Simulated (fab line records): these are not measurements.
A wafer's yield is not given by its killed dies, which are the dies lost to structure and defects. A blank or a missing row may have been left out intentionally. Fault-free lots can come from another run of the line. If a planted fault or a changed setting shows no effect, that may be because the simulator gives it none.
Matching of chambers + flow berkeleyCmos170 + wetBench-02 running UCB170_CONTACT_CLEAN_00: 3 sister chambers
The step cleans in SPM, time 600 s. 6 wafers are shown with their chamber, then 8 later ones without.

## WAFERS PAIRED WITH THEIR CHAMBERS
| wafer  | chamber | bathHeatDutyPct (%) | bathGuardTempC (C) |
|--------|---------|---------------------|--------------------|
| L169.5 | 1       | 13.4                | 119.7              |
| L169.6 | 1       | 13.0                | 119.9              |
| L172.6 | 0       | 15.1                | 120.7              |
| L186.5 | 3       | 12.9                | 120.4              |
| L186.6 | 3       | 11.6                | 119.8              |
| L188.1 | 0       | 16.2                | 120.9              |

## WAFERS WHOSE CHAMBER IS MISSING
| wafer  | bathHeatDutyPct (%) | bathGuardTempC (C) |
|--------|---------------------|--------------------|
| L188.3 | 14.8                | 120.5              |
| L188.4 | 13.4                | 121.0              |
| L189.2 | 14.8                | 119.9              |
| L189.4 | 13.3                | 119.5              |
| L189.5 | 13.7                | 119.5              |
| L191.1 | 12.9                | 119.6              |
| L191.2 | 11.8                | 119.7              |
| L191.3 | 11.4                | 119.8              |

## THE CHAMBER EACH PASSED THROUGH
| wafer  | from the rows above          | in truth |
|--------|------------------------------|----------|
| L188.3 | can't be placed: 0 or 1      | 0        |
| L188.4 | can't be placed: 0 or 3 or 1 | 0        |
| L189.2 | can't be placed: 1 or 0 or 3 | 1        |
| L189.4 | can't be placed: 1 or 3      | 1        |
| L189.5 | can't be placed: 1 or 3      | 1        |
| L191.1 | can't be placed: 1 or 3      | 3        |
| L191.2 | can't be placed: 3 or 1      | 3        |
| L191.3 | can't be placed: 3 or 1      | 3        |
Placed correctly: 0 of 8. Not placeable from these rows: 8 (in 8, the candidates include the true chamber). Placed wrongly: 0.
How it was worked out, from the rows above alone: a wafer's distance from a chamber is the root of the sum, over the readings, of the square of ((its reading less the chamber's mean) divided by the reading's scatter). If the next closest chamber is less than 2 further off than the closest, the wafer can't be placed; otherwise it belongs to the closest. A chamber's mean is the mean of its shown wafers. The scatter is the square root of a quotient: the sum, over the shown wafers, of each reading's squared deviation from its chamber's mean, divided by wafers minus chambers.
